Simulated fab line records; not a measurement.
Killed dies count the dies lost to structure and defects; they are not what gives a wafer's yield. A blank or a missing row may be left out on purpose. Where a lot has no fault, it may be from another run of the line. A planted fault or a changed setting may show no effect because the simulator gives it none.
fab line records -- flow berkeley-cmos170
record: lots: 5, wafers: 23
route steps=331 shown SILICIDE@211 CONTACT@220 M1@245 V1@254 M2@283
start-h: hours from the record's first day to the start of the lot's first wafer shown -- wait-h: hours from the lot's prior step to this one -- " as in the row above -- L1.1+2: one row covering several wafers at once -- - no value present, or no start provided -- * or withheld: withheld -- < > ~ a bound
route shown NAME@n: NAME is a module with steps in the file, n the number in the route of the first one -- usual: the fault-free wafers' mean and standard deviation -- same: alike in all rows -- chamber/n: place in a boat -- sites: readings site by site -- _std_site: the standard deviation of these -- _edge_site: mean of outer sites minus mean of inner sites -- radius-mm: how far each site lies from the wafer's centre -- mask NAME#n: copy n -- behind: tool/chamber where the wafer was last shaped -- hold: the reason the lot was held/the length of the hold in hours/how it ended -- device: transistor that didn't switch, given as n, p or np -- end of line: the same wafers' tests at the end of the route -- for a step that has no rows: nothing shown but its recipe -- killed: not the wafer's yield, but the dies lost to structure and defects at the first sort -- map: shows each die of a wafer: x if killed, . if not, _ if none is there
set.NAME: setting as actually run; set.NAME@STEP: the setting as run at that earlier step -- model.NAME: the simulator's own value behind a step, which no gauge read
lots whose settings were changed on purpose; a table a step, a row a wafer
== steps ==
step: UCB170_SILICIDE_SPUTTER_01
recipe: material: Ti, target-thk-nm: 30, time-s: 25, power-w: 1500, chamber-pressure-pa: 0.5
lot.wafer,tool,chamber,start-h,wait-h,set.power-w,model.Ti_of_SILICIDE_SPUTTER_01.thk-nm
L076.1,pvd-sputter-03,-,153.24,0.0,1500,30.56
L076.2,pvd-sputter-03,-,153.24,0.0,1500,30.77
L076.4,pvd-sputter-03,-,153.24,0.0,1500,30.64
L076.5,pvd-sputter-03,-,153.24,0.0,1500,30.93
L076.6,pvd-sputter-03,-,153.24,0.0,1500,30.58
L075.1,pvd-sputter-01,-,153.72,0.0,1500,29.78
L075.3,pvd-sputter-01,-,153.72,0.0,1500,29.39
L075.4,pvd-sputter-01,-,153.72,0.0,1500,30.1
L079.1,pvd-sputter-03,-,166.33,0.0,1599,32.36
L079.2,pvd-sputter-03,-,166.33,0.0,1500,30.64
L079.4,pvd-sputter-03,-,166.33,0.0,1500,30.09
L079.5,pvd-sputter-03,-,166.33,0.0,1599,32.76
L079.6,pvd-sputter-03,-,166.33,0.0,1500,30.17
L083.1,pvd-sputter-02,-,180.15,0.0,1500,29.97
L083.2,pvd-sputter-02,-,180.15,0.0,1500,29.78
L083.3,pvd-sputter-02,-,180.15,0.0,1631,32.76
L083.4,pvd-sputter-02,-,180.15,0.0,1631,33.32
L083.5,pvd-sputter-02,-,180.15,0.0,1631,33.66
L084.2,pvd-sputter-03,-,180.15,0.0,1653,32.95
L084.3,pvd-sputter-03,-,180.15,0.0,1653,33.33
L084.4,pvd-sputter-03,-,180.15,0.0,1653,33.37
L084.5,pvd-sputter-03,-,180.15,0.0,1500,30.4
L084.6,pvd-sputter-03,-,180.15,0.0,1500,30.42
step: UCB170_SILICIDE_RS_MEAS_02
recipe: thk-meas-gauge: four-point-probe, reads: Ti_of_SILICIDE_SPUTTER_01
usual: SILICIDE_TI_RS: 26.0/0.38
lot.wafer,tool,chamber,start-h,wait-h,set.power-w@SILICIDE_SPUTTER_01,SILICIDE_TI_RS[ohm/sq]
L076.1,film-metro-02,-,153.36,0.1,1500,25.6
L076.2,film-metro-02,-,153.36,0.1,1500,25.5
L076.4,film-metro-02,-,153.36,0.1,1500,25.6
L076.5,film-metro-02,-,153.36,0.1,1500,25.3
L076.6,film-metro-02,-,153.36,0.1,1500,25.6
L075.1,film-metro-02,-,153.75,0.0,1500,26.3
L075.3,film-metro-02,-,153.75,0.0,1500,26.7
L075.4,film-metro-02,-,153.75,0.0,1500,26.0
L079.1,film-metro-02,-,166.36,0.0,1599,23.9
L079.2,film-metro-02,-,166.36,0.0,1500,25.5
L079.4,film-metro-02,-,166.36,0.0,1500,26.0
L079.5,film-metro-02,-,166.36,0.0,1599,23.5
L079.6,film-metro-02,-,166.36,0.0,1500,25.9
L083.1,film-metro-02,-,180.18,0.0,1500,26.2
L083.2,film-metro-02,-,180.18,0.0,1500,26.4
L083.3,film-metro-02,-,180.18,0.0,1631,23.5
L083.4,film-metro-02,-,180.18,0.0,1631,23.1
L083.5,film-metro-02,-,180.18,0.0,1631,22.9
L084.2,film-metro-04,-,180.20,0.0,1653,23.4
L084.3,film-metro-04,-,180.20,0.0,1653,23.1
L084.4,film-metro-04,-,180.20,0.0,1653,23.0
L084.5,film-metro-04,-,180.20,0.0,1500,25.7
L084.6,film-metro-04,-,180.20,0.0,1500,25.7
step: UCB170_SILICIDE_THK_MEAS_03
recipe: thk-meas-gauge: xrf, reads: Ti_of_SILICIDE_SPUTTER_01
usual: SILICIDE_TI_THK: 29.5/0.42
lot.wafer,tool,chamber,start-h,wait-h,set.power-w@SILICIDE_SPUTTER_01,SILICIDE_TI_THK[nm]
L076.1,film-metro-02,-,153.48,0.1,1500,29.8
L076.2,film-metro-02,-,153.48,0.1,1500,30.0
L076.4,film-metro-02,-,153.48,0.1,1500,29.8
L076.5,film-metro-02,-,153.48,0.1,1500,30.1
L076.6,film-metro-02,-,153.48,0.1,1500,29.9
L075.1,film-metro-02,-,153.87,0.1,1500,29.0
L075.3,film-metro-02,-,153.87,0.1,1500,28.6
L075.4,film-metro-02,-,153.87,0.1,1500,29.4
L079.1,film-metro-02,-,166.48,0.1,1599,31.6
L079.2,film-metro-02,-,166.48,0.1,1500,29.9
L079.4,film-metro-02,-,166.48,0.1,1500,29.4
L079.5,film-metro-02,-,166.48,0.1,1599,32.0
L079.6,film-metro-02,-,166.48,0.1,1500,29.4
L083.1,film-metro-02,-,180.30,0.1,1500,29.4
L083.2,film-metro-02,-,180.30,0.1,1500,29.1
L083.3,film-metro-02,-,180.30,0.1,1631,32.1
L083.4,film-metro-02,-,180.30,0.1,1631,32.7
L083.5,film-metro-02,-,180.30,0.1,1631,33.0
L084.2,film-metro-04,-,180.31,0.1,1653,32.4
L084.3,film-metro-04,-,180.31,0.1,1653,32.7
L084.4,film-metro-04,-,180.31,0.1,1653,32.9
L084.5,film-metro-04,-,180.31,0.1,1500,29.8
L084.6,film-metro-04,-,180.31,0.1,1500,29.9
step: UCB170_CONTACT_COAT_04
recipe: resist: KrF, spin-rpm: 1500, resist-thk-nm: 900
lot.wafer,tool,chamber,start-h,wait-h,set.resist-thk-nm,model.KrF_of_CONTACT_COAT_04.thk-nm
L076.1,litho-track-04,0,156.70,0.1,900,905.6
L076.2,litho-track-04,0,156.70,0.1,929.2,930
L076.4,litho-track-04,0,156.70,0.1,900,904.2
L076.5,litho-track-04,0,156.70,0.1,900,905
L076.6,litho-track-04,0,156.70,0.1,929.2,931.9
L075.1,litho-track-01,0,156.88,0.1,900,895.6
L075.3,litho-track-01,0,156.88,0.1,900,896.7
L075.4,litho-track-01,0,156.88,0.1,900,895.1
L079.1,litho-track-01,0,172.36,0.1,900,893.6
L079.2,litho-track-01,0,172.36,0.1,900,893.2
L079.4,litho-track-01,0,172.36,0.1,900,892.6
L079.5,litho-track-01,0,172.36,0.1,900,893.3
L079.6,litho-track-01,0,172.36,0.1,900,893
L083.1,litho-track-02,0,183.32,0.1,900,897.8
L083.2,litho-track-02,0,183.32,0.1,900,897
L083.3,litho-track-02,0,183.32,0.1,929,923.2
L083.4,litho-track-02,0,183.32,0.1,929,926.8
L083.5,litho-track-02,0,183.32,0.1,900,897.1
L084.2,litho-track-01,0,183.73,0.1,900,895.3
L084.3,litho-track-01,0,183.73,0.1,874.9,869.2
L084.4+5,litho-track-01,0,183.73,0.1,874.9,869.1
L084.6,litho-track-01,0,183.73,0.1,900,893.1
step: UCB170_CONTACT_SOFTBAKE_05
recipe: resist: KrF, temp-c: 130, time-s: 60
step: UCB170_CONTACT_STRIP_06
recipe: chemistry: O2, power-w: 400, pressure-mtorr: 3500, platen-temp-c: withheld, o2-flow-sccm: 400, overash-fraction: 0.5
usual: strip-time-to-endpoint-s: 21.93/0.08
lot.wafer,tool,chamber,start-h,wait-h,set.resist-thk-nm@CONTACT_COAT_04,strip-time-to-endpoint-s
L076.1,plasma-asher-02,0,157.00,0.1,900,22.09
L076.2,plasma-asher-02,1,157.00,0.1,929.2,22.68
L076.4,plasma-asher-02,0,157.00,0.1,900,22.07
L076.5,plasma-asher-02,1,157.00,0.1,900,22.07
L076.6,plasma-asher-02,0,157.00,0.1,929.2,22.72
L075.1,plasma-asher-01,0,157.18,0.1,900,21.85
L075.3,plasma-asher-01,1,157.18,0.1,900,21.88
L075.4,plasma-asher-01,0,157.18,0.1,900,21.86
L079.1,plasma-asher-04,0,172.66,0.1,900,21.81
L079.2,plasma-asher-04,1,172.66,0.1,900,21.81
L079.4,plasma-asher-04,0,172.66,0.1,900,21.79
L079.5,plasma-asher-04,0,172.66,0.1,900,21.80
L079.6,plasma-asher-04,1,172.66,0.1,900,21.81
L083.1,plasma-asher-04,0,183.62,0.1,900,21.91
L083.2,plasma-asher-04,1,183.62,0.1,900,21.91
L083.3,plasma-asher-04,1,183.62,0.1,929,22.53
L083.4,plasma-asher-04,0,183.62,0.1,929,22.61
L083.5,plasma-asher-04,1,183.62,0.1,900,21.90
L084.2,plasma-asher-04,1,184.00,0.1,900,21.86
L084.3,plasma-asher-04,0,184.00,0.1,874.9,21.24
L084.4,plasma-asher-04,1,184.00,0.1,874.9,21.23
L084.5,plasma-asher-04,1,184.00,0.1,874.9,21.23
L084.6,plasma-asher-04,0,184.00,0.1,900,21.81
step: UCB170_M1_PEB_07
recipe: peb-temp-c: 130, peb-time-s: withheld, resist: KrF
lot.wafer,tool,chamber,start-h,wait-h,set.peb-temp-c
L076.1+2+6,litho-track-04,0,160.32,0.4,130
L076.4+5,litho-track-04,0,160.32,0.4,132.4
L075.1+3+4,litho-track-04,0,160.59,0.4,130
L079.1+2+4+5+6,litho-track-04,0,177.37,0.5,130
L083.1+3,litho-track-04,0,187.46,0.1,130
L083.2+4+5,litho-track-04,0,187.46,0.1,127.2
L084.2+5,litho-track-03,0,187.60,0.1,130
L084.3+4+6,litho-track-03,0,187.60,0.1,131.3
step: UCB170_M1_DEVELOP_08
recipe: developer: TMAH, develop-time-s: 45, resist: KrF, dev-temp-c: 21
step: UCB170_M1_CD_MEAS_09
recipe: target-cd-nm: 700
usual: cd-nm: 700.0/1.3
lot.wafer,tool,chamber,start-h,wait-h,set.peb-temp-c@M1_PEB_07,cd-nm
L076.1,cd-sem-02,-,160.59,-,130,699.8
L076.2,cd-sem-02,-,160.59,-,130,700.0
L076.4,cd-sem-02,-,160.59,-,132.4,685.3
L076.5,cd-sem-02,-,160.59,-,132.4,686.2
L076.6,cd-sem-02,-,160.59,-,130,699.2
L075.1,cd-sem-02,-,160.87,-,130,699.5
L075.3,cd-sem-02,-,160.87,-,130,699.4
L075.4,cd-sem-02,-,160.87,-,130,701.2
L079.1,cd-sem-02,-,177.64,-,130,698.8
L079.2,cd-sem-02,-,177.64,-,130,699.0
L079.4,cd-sem-02,-,177.64,-,130,698.8
L079.5,cd-sem-02,-,177.64,-,130,699.1
L079.6,cd-sem-02,-,177.64,-,130,699.1
L083.1,cd-sem-02,-,187.73,-,130,700.7
L083.2,cd-sem-02,-,187.73,-,127.2,720.7
L083.3,cd-sem-02,-,187.73,-,130,700.2
L083.4,cd-sem-02,-,187.73,-,127.2,722.6
L083.5,cd-sem-02,-,187.73,-,127.2,722.4
L084.2,cd-sem-01,-,187.87,-,130,698.4
L084.3,cd-sem-01,-,187.87,-,131.3,690.4
L084.4,cd-sem-01,-,187.87,-,131.3,691.2
L084.5,cd-sem-01,-,187.87,-,130,697.3
L084.6,cd-sem-01,-,187.87,-,131.3,689.1
step: UCB170_M1_ETCH_11
recipe: chemistry: N2/H2, target-depth-a: withheld, overetch-a: withheld, target: BARC, time-s: withheld, source-w: 500, bias-w: 100, pressure-mtorr: 30, n2-flow-sccm: 100, h2-flow-sccm: 200
lot.wafer,tool,chamber,start-h,wait-h,set.peb-temp-c@M1_PEB_07,model.M1.cd-nm
L076.1,rie-diel-02,0,160.75,0.0,130,700.3
L076.2,rie-diel-02,1,160.75,0.0,130,701.2
L076.4,rie-diel-02,3,160.75,0.0,132.4,686.3
L076.5,rie-diel-02,3,160.75,0.0,132.4,687.4
L076.6,rie-diel-02,2,160.75,0.0,130,700.4
L075.1,rie-diel-03,0,161.02,0.0,130,699.9
L075.3,rie-diel-03,1,161.02,0.0,130,699.3
L075.4,rie-diel-03,3,161.02,0.0,130,699.7
L079.1+6,rie-diel-03,"2,1",177.80,0.0,130,699
L079.2,rie-diel-03,3,177.80,0.0,130,698.1
L079.4,rie-diel-03,0,177.80,0.0,130,698.2
L079.5,rie-diel-03,2,177.80,0.0,130,699.3
L083.1,rie-diel-03,0,187.89,0.0,130,700.1
L083.2,rie-diel-03,2,187.89,0.0,127.2,721
L083.3,rie-diel-03,3,187.89,0.0,130,699.4
L083.4,rie-diel-03,1,187.89,0.0,127.2,723.1
L083.5,rie-diel-03,1,187.89,0.0,127.2,722.8
L084.2,rie-diel-04,1,188.03,0.0,130,698.8
L084.3,rie-diel-04,1,188.03,0.0,131.3,690.2
L084.4,rie-diel-04,1,188.03,0.0,131.3,691
L084.5,rie-diel-04,1,188.03,0.0,130,697.8
L084.6,rie-diel-04,1,188.03,0.0,131.3,689
step: UCB170_M1_METAL_ETCH_12
recipe: chemistry: Cl2/BCl3, target: Al, stop-on: PSG, pressure-mtorr: 12, target-depth-a: 7800, over-etch-frac: 0.3, time-s: 130, icp-w: 600, bias-w: 120, Cl2_flow_sccm: 90, bcl3-flow-sccm: 45
lot.wafer,tool,chamber,start-h,wait-h,set.peb-temp-c@M1_PEB_07,model.M1.cd-nm
L076.1,rie-metal-02,0,160.79,-,130,697.9
L076.2,rie-metal-02,0,160.79,-,130,697.6
L076.4,rie-metal-02,0,160.79,-,132.4,682.8
L076.5,rie-metal-02,0,160.79,-,132.4,684.4
L076.6,rie-metal-02,0,160.79,-,130,697.5
L075.1,rie-metal-03,0,161.06,-,130,700.9
L075.3,rie-metal-03,1,161.06,-,130,699.1
L075.4,rie-metal-03,0,161.06,-,130,699.3
L079.1,rie-metal-03,1,177.84,-,130,697.4
L079.2,rie-metal-03,0,177.84,-,130,698.2
L079.4,rie-metal-03,0,177.84,-,130,699.1
L079.5,rie-metal-03,1,177.84,-,130,700.6
L079.6,rie-metal-03,0,177.84,-,130,700.8
L083.1,rie-metal-04,1,187.93,-,130,701.7
L083.2,rie-metal-04,0,187.93,-,127.2,721.1
L083.3,rie-metal-04,0,187.93,-,130,700.2
L083.4,rie-metal-04,1,187.93,-,127.2,725.5
L083.5,rie-metal-04,0,187.93,-,127.2,723.5
L084.2,rie-metal-02,1,188.13,-,130,700.3
L084.3,rie-metal-02,1,188.13,-,131.3,692.2
L084.4,rie-metal-02,0,188.13,-,131.3,689.2
L084.5,rie-metal-02,1,188.13,-,130,700
L084.6,rie-metal-02,0,188.13,-,131.3,687.4
step: UCB170_M1_STRIP_13
recipe: chemistry: O2, power-w: 400, pressure-mtorr: 3500, platen-temp-c: withheld, o2-flow-sccm: 400, overash-fraction: 0.5
step: UCB170_M1_CD_MEAS_90
recipe: target-cd-nm: 700
usual: cd-nm: 700.0/1.9
lot.wafer,tool,chamber,start-h,wait-h,set.peb-temp-c@M1_PEB_07,cd-nm
L076.1,cd-sem-02,-,161.17,0.1,130,697.9
L076.2,cd-sem-02,-,161.17,0.1,130,697.7
L076.4,cd-sem-02,-,161.17,0.1,132.4,682.8
L076.5,cd-sem-02,-,161.17,0.1,132.4,684.6
L076.6,cd-sem-02,-,161.17,0.1,130,697.5
L075.1,cd-sem-02,-,161.30,0.1,130,700.8
L075.3,cd-sem-02,-,161.30,0.1,130,699.1
L075.4,cd-sem-02,-,161.30,0.1,130,699.2
L079.1,cd-sem-01,-,178.07,0.1,130,697.4
L079.2,cd-sem-01,-,178.07,0.1,130,697.9
L079.4,cd-sem-01,-,178.07,0.1,130,699.2
L079.5,cd-sem-01,-,178.07,0.1,130,700.5
L079.6,cd-sem-01,-,178.07,0.1,130,700.7
L083.1,cd-sem-02,-,188.16,0.1,130,701.9
L083.2,cd-sem-02,-,188.16,0.1,127.2,721.3
L083.3,cd-sem-02,-,188.16,0.1,130,700.0
L083.4,cd-sem-02,-,188.16,0.1,127.2,725.5
L083.5,cd-sem-02,-,188.16,0.1,127.2,723.0
L084.2,cd-sem-01,-,188.39,0.1,130,700.0
L084.3,cd-sem-01,-,188.39,0.1,131.3,692.6
L084.4,cd-sem-01,-,188.39,0.1,131.3,689.2
L084.5,cd-sem-01,-,188.39,0.1,130,699.9
L084.6,cd-sem-01,-,188.39,0.1,131.3,687.4
step: UCB170_V1_CVD_00
recipe: material: SiO2, target-thk-nm: 2000, temp-c: 390, precursor: TEOS/O2, time-s: 250, rf-w: 550, pressure-mtorr: 9000
lot.wafer,tool,chamber,start-h,wait-h,set.time-s,model.SiO2_of_V1_CVD_00.thk-nm
L075.1,pecvd-01,0,164.19,0.0,250,1984
L075.3,pecvd-01,2,164.19,0.0,250,1997
L075.4,pecvd-01,2,164.19,0.0,250,2035
L076.1,pecvd-02,1,164.19,0.0,250,2024
L076.2,pecvd-02,2,164.19,0.0,269.3,2154
L076.4,pecvd-02,1,164.19,0.0,269.3,2200
L076.5,pecvd-02,2,164.19,0.0,269.3,2210
L076.6,pecvd-02,0,164.19,0.0,250,2071
L079.1,pecvd-02,2,180.72,0.0,284.4,2283
L079.2,pecvd-02,1,180.72,0.0,250,2022
L079.4,pecvd-02,1,180.72,0.0,284.4,2317
L079.5,pecvd-02,2,180.72,0.0,284.4,2326
L079.6,pecvd-02,0,180.72,0.0,250,2023
L083.1,pecvd-03,0,191.67,0.0,250,1996
L083.2,pecvd-03,1,191.67,0.0,250,2010
L083.3,pecvd-03,2,191.67,0.0,250,2004
L083.4,pecvd-03,0,191.67,0.0,250,2023
L083.5,pecvd-03,2,191.67,0.0,250,2025
L084.2,pecvd-02,0,191.67,0.0,232.7,1848
L084.3,pecvd-02,1,191.67,0.0,250,2010
L084.4,pecvd-02,0,191.67,0.0,232.7,1864
L084.5,pecvd-02,2,191.67,0.0,250,2026
L084.6,pecvd-02,1,191.67,0.0,250,2044
step: UCB170_V1_THK_MEAS_01
recipe: reads: SiO2_of_V1_CVD_00
usual: V1_TEOS_THK: 2010/27
lot.wafer,tool,chamber,start-h,wait-h,set.time-s@V1_CVD_00,V1_TEOS_THK[nm]
L075.1,film-metro-04,-,164.34,0.1,250,1984
L075.3,film-metro-04,-,164.34,0.1,250,1997
L075.4,film-metro-04,-,164.34,0.1,250,2035
L076.1,film-metro-01,-,164.34,0.1,250,2023
L076.2,film-metro-01,-,164.34,0.1,269.3,2153
L076.4,film-metro-01,-,164.34,0.1,269.3,2200
L076.5,film-metro-01,-,164.34,0.1,269.3,2212
L076.6,film-metro-01,-,164.34,0.1,250,2070
L079.1,film-metro-04,-,180.87,0.1,284.4,2284
L079.2,film-metro-04,-,180.87,0.1,250,2021
L079.4,film-metro-04,-,180.87,0.1,284.4,2318
L079.5,film-metro-04,-,180.87,0.1,284.4,2327
L079.6,film-metro-04,-,180.87,0.1,250,2022
L083.1,film-metro-01,-,191.82,0.1,250,1997
L083.2,film-metro-01,-,191.82,0.1,250,2009
L083.3,film-metro-01,-,191.82,0.1,250,2004
L083.4,film-metro-01,-,191.82,0.1,250,2022
L083.5,film-metro-01,-,191.82,0.1,250,2025
L084.2,film-metro-02,-,191.83,0.1,232.7,1848
L084.3,film-metro-02,-,191.83,0.1,250,2009
L084.4,film-metro-02,-,191.83,0.1,232.7,1864
L084.5,film-metro-02,-,191.83,0.1,250,2025
L084.6,film-metro-02,-,191.83,0.1,250,2045
step: UCB170_V1_PEB_10
recipe: peb-temp-c: 130, peb-time-s: withheld, resist: KrF
lot.wafer,tool,chamber,start-h,wait-h,set.peb-temp-c
L076.1+5+6,litho-track-02,0,165.68,0.1,130
L076.2+4,litho-track-02,0,165.68,0.1,128.2
L075.1+3+4,litho-track-01,0,168.77,0.1,130
L079.1+6,litho-track-02,0,182.17,0.1,130
L079.2+4+5,litho-track-02,0,182.17,0.1,126.6
L083.1+4+5,litho-track-03,0,-,-,132.2
L083.2+3,litho-track-03,0,-,-,130
L084.2+3,litho-track-01,0,-,-,130
L084.4+5+6,litho-track-01,0,-,-,128
step: UCB170_V1_DEVELOP_11
recipe: developer: TMAH, develop-time-s: 45, resist: KrF, dev-temp-c: 21
step: UCB170_V1_CD_MEAS_12
recipe: target-cd-nm: 700
usual: cd-nm: 699.4/1.3
lot.wafer,tool,chamber,start-h,wait-h,set.peb-temp-c@V1_PEB_10,cd-nm
L076.1,cd-sem-01,-,165.96,-,130,698.7
L076.2,cd-sem-01,-,165.96,-,128.2,686.1
L076.4,cd-sem-01,-,165.96,-,128.2,685.5
L076.5,cd-sem-01,-,165.96,-,130,698.8
L076.6,cd-sem-01,-,165.96,-,130,698.4
L075.1,cd-sem-01,-,169.04,-,130,701.0
L075.3,cd-sem-01,-,169.04,-,130,702.0
L075.4,cd-sem-01,-,169.04,-,130,702.6
L079.1,cd-sem-01,-,182.44,-,130,698.0
L079.2,cd-sem-01,-,182.44,-,126.6,672.8
L079.4,cd-sem-01,-,182.44,-,126.6,672.1
L079.5,cd-sem-01,-,182.44,-,126.6,671.8
L079.6,cd-sem-01,-,182.44,-,130,698.2
L083.1,cd-sem-02,-,198.80,-,132.2,712.2
L083.2,cd-sem-02,-,198.80,-,130,697.8
L083.3,cd-sem-02,-,198.80,-,130,699.1
L083.4,cd-sem-02,-,198.80,-,132.2,710.2
L083.5,cd-sem-02,-,198.80,-,132.2,712.2
L084.2,cd-sem-01,-,199.10,-,130,699.1
L084.3,cd-sem-01,-,199.10,-,130,698.4
L084.4,cd-sem-01,-,199.10,-,128,685.5
L084.5,cd-sem-01,-,199.10,-,128,683.0
L084.6,cd-sem-01,-,199.10,-,128,684.4
step: UCB170_V1_ETCH_14
recipe: chemistry: CHF3/CF4/Ar, target: SiO2, stop-on: Al, CHF3_flow_sccm: 45, cf4-flow-sccm: 15, Ar_flow_sccm: 150, pressure-mtorr: 200, rf-w: 700, target-depth-a: 12500, over-etch-frac: 0.25, time-s: 291
lot.wafer,tool,chamber,start-h,wait-h,set.peb-temp-c@V1_PEB_10,model.V1.cd-nm
L076.1,rie-diel-03,1,166.11,0.0,130,698.1
L076.2,rie-diel-03,3,166.11,0.0,128.2,684.8
L076.4,rie-diel-03,2,166.11,0.0,128.2,684.9
L076.5,rie-diel-03,2,166.11,0.0,130,698
L076.6,rie-diel-03,1,166.11,0.0,130,697.1
L075.1,rie-diel-01,1,169.20,0.0,130,701.1
L075.3,rie-diel-01,3,169.20,0.0,130,702.4
L075.4,rie-diel-01,1,169.20,0.0,130,701.4
L079.1,rie-diel-03,3,182.60,0.0,130,697.1
L079.2+5,rie-diel-03,"2,1",182.60,0.0,126.6,671.8
L079.4,rie-diel-03,0,182.60,0.0,126.6,672.2
L079.6,rie-diel-03,2,182.60,0.0,130,698.6
L083.1,rie-diel-03,3,198.96,0.0,132.2,711.6
L083.2,rie-diel-03,2,198.96,0.0,130,698
L083.3,rie-diel-03,1,198.96,0.0,130,698.8
L083.4,rie-diel-03,0,198.96,0.0,132.2,709.2
L083.5,rie-diel-03,2,198.96,0.0,132.2,712.7
L084.2,rie-diel-04,2,199.23,0.0,130,699
L084.3,rie-diel-04,1,199.23,0.0,130,699.9
L084.4,rie-diel-04,3,199.23,0.0,128,685.8
L084.5,rie-diel-04,2,199.23,0.0,128,683
L084.6,rie-diel-04,1,199.23,0.0,128,685.4
step: UCB170_V1_STRIP_15
recipe: chemistry: O2, power-w: 400, pressure-mtorr: 3500, platen-temp-c: withheld, o2-flow-sccm: 400, overash-fraction: 0.5
step: UCB170_V1_CD_MEAS_90
recipe: target-cd-nm: 700
usual: cd-nm: 699.2/1.5
lot.wafer,tool,chamber,start-h,wait-h,set.peb-temp-c@V1_PEB_10,cd-nm
L076.1,cd-sem-01,-,166.39,0.1,130,698.4
L076.2,cd-sem-01,-,166.39,0.1,128.2,684.8
L076.4,cd-sem-01,-,166.39,0.1,128.2,684.9
L076.5,cd-sem-01,-,166.39,0.1,130,697.7
L076.6,cd-sem-01,-,166.39,0.1,130,697.0
L075.1,cd-sem-01,-,169.47,0.1,130,701.4
L075.3,cd-sem-01,-,169.47,0.1,130,702.2
L075.4,cd-sem-01,-,169.47,0.1,130,701.1
L079.1,cd-sem-02,-,182.88,0.1,130,697.4
L079.2,cd-sem-02,-,182.88,0.1,126.6,671.7
L079.4,cd-sem-02,-,182.88,0.1,126.6,672.1
L079.5,cd-sem-02,-,182.88,0.1,126.6,671.8
L079.6,cd-sem-02,-,182.88,0.1,130,698.6
L083.1,cd-sem-02,-,199.24,0.1,132.2,712.1
L083.2,cd-sem-02,-,199.24,0.1,130,697.7
L083.3,cd-sem-02,-,199.24,0.1,130,699.0
L083.4,cd-sem-02,-,199.24,0.1,132.2,709.4
L083.5,cd-sem-02,-,199.24,0.1,132.2,712.7
L084.2,cd-sem-02,-,199.53,0.1,130,698.9
L084.3,cd-sem-02,-,199.53,0.1,130,700.1
L084.4,cd-sem-02,-,199.53,0.1,128,685.8
L084.5,cd-sem-02,-,199.53,0.1,128,682.8
L084.6,cd-sem-02,-,199.53,0.1,128,685.2
step: UCB170_M2_EXPOSE_12
recipe: mask-id: METAL2, target-cd-nm: 700, na: 0.5, sigma-outer: 0.6, source-shape: conventional, dose-mj: 26
lot.wafer,tool,chamber,start-h,wait-h,mask,set.dose-mj
L076.1+5,krf-scanner-02,0,169.38,-,METAL2#0,27.07
L076.2+4+6,krf-scanner-02,0,169.38,-,METAL2#0,26
L075.1+3+4,krf-scanner-02,0,172.67,-,METAL2#0,26
L079.1+2,krf-scanner-02,0,185.34,-,METAL2#0,26
L079.4+5+6,krf-scanner-02,0,185.34,-,METAL2#0,24.7
L084.2+3+4+5+6,krf-scanner-02,0,204.31,-,METAL2#0,26
L083.1+3+5,krf-scanner-02,0,204.61,-,METAL2#0,27.37
L083.2+4,krf-scanner-02,0,204.61,-,METAL2#0,26
== key ==
split: step: UCB170_SILICIDE_SPUTTER_01, setting: power-w, stated: 1500, by: wafer
response: step: UCB170_SILICIDE_SPUTTER_01, reading: model.Ti_of_SILICIDE_SPUTTER_01.thk-nm, change: +0.326, per: 1%, r: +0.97
response: step: UCB170_SILICIDE_RS_MEAS_02, reading: SILICIDE_TI_RS, change: -0.297, per: 1%, r: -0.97
response: step: UCB170_SILICIDE_THK_MEAS_03, reading: SILICIDE_TI_THK, change: +0.326, per: 1%, r: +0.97
split: step: UCB170_CONTACT_COAT_04, setting: resist-thk-nm, stated: 900, by: wafer
response: step: UCB170_CONTACT_COAT_04, reading: model.KrF_of_CONTACT_COAT_04.thk-nm, change: +8.49, per: 1%, r: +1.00
response: step: UCB170_CONTACT_STRIP_06, reading: strip-time-to-endpoint-s, change: *, per: 1%, r: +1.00
split: step: UCB170_M1_PEB_07, setting: peb-temp-c, stated: 130, by: wafer
response: step: UCB170_M1_CD_MEAS_09, reading: cd-nm, change: -8.78, per: 1%, r: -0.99
response: step: UCB170_M1_ETCH_11, reading: model.M1.cd-nm, change: -9.08, per: 1%, r: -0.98
response: step: UCB170_M1_METAL_ETCH_12, reading: model.M1.cd-nm, change: -9.36, per: 1%, r: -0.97
response: step: UCB170_M1_CD_MEAS_90, reading: cd-nm, change: -9.31, per: 1%, r: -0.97
split: step: UCB170_V1_CVD_00, setting: time-s, stated: 250, by: wafer
response: step: UCB170_V1_CVD_00, reading: model.SiO2_of_V1_CVD_00.thk-nm, change: +20.9, per: 1%, r: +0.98
response: step: UCB170_V1_THK_MEAS_01, reading: V1_TEOS_THK, change: +21, per: 1%, r: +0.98
split: step: UCB170_V1_PEB_10, setting: peb-temp-c, stated: 130, by: wafer
response: step: UCB170_V1_CD_MEAS_12, reading: cd-nm, change: +9.28, per: 1%, r: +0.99
response: step: UCB170_V1_ETCH_14, reading: model.V1.cd-nm, change: +9.29, per: 1%, r: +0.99
response: step: UCB170_V1_CD_MEAS_90, reading: cd-nm, change: +9.37, per: 1%, r: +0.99
split: step: UCB170_M2_EXPOSE_12, setting: dose-mj, stated: 26, by: wafer
response none in this file
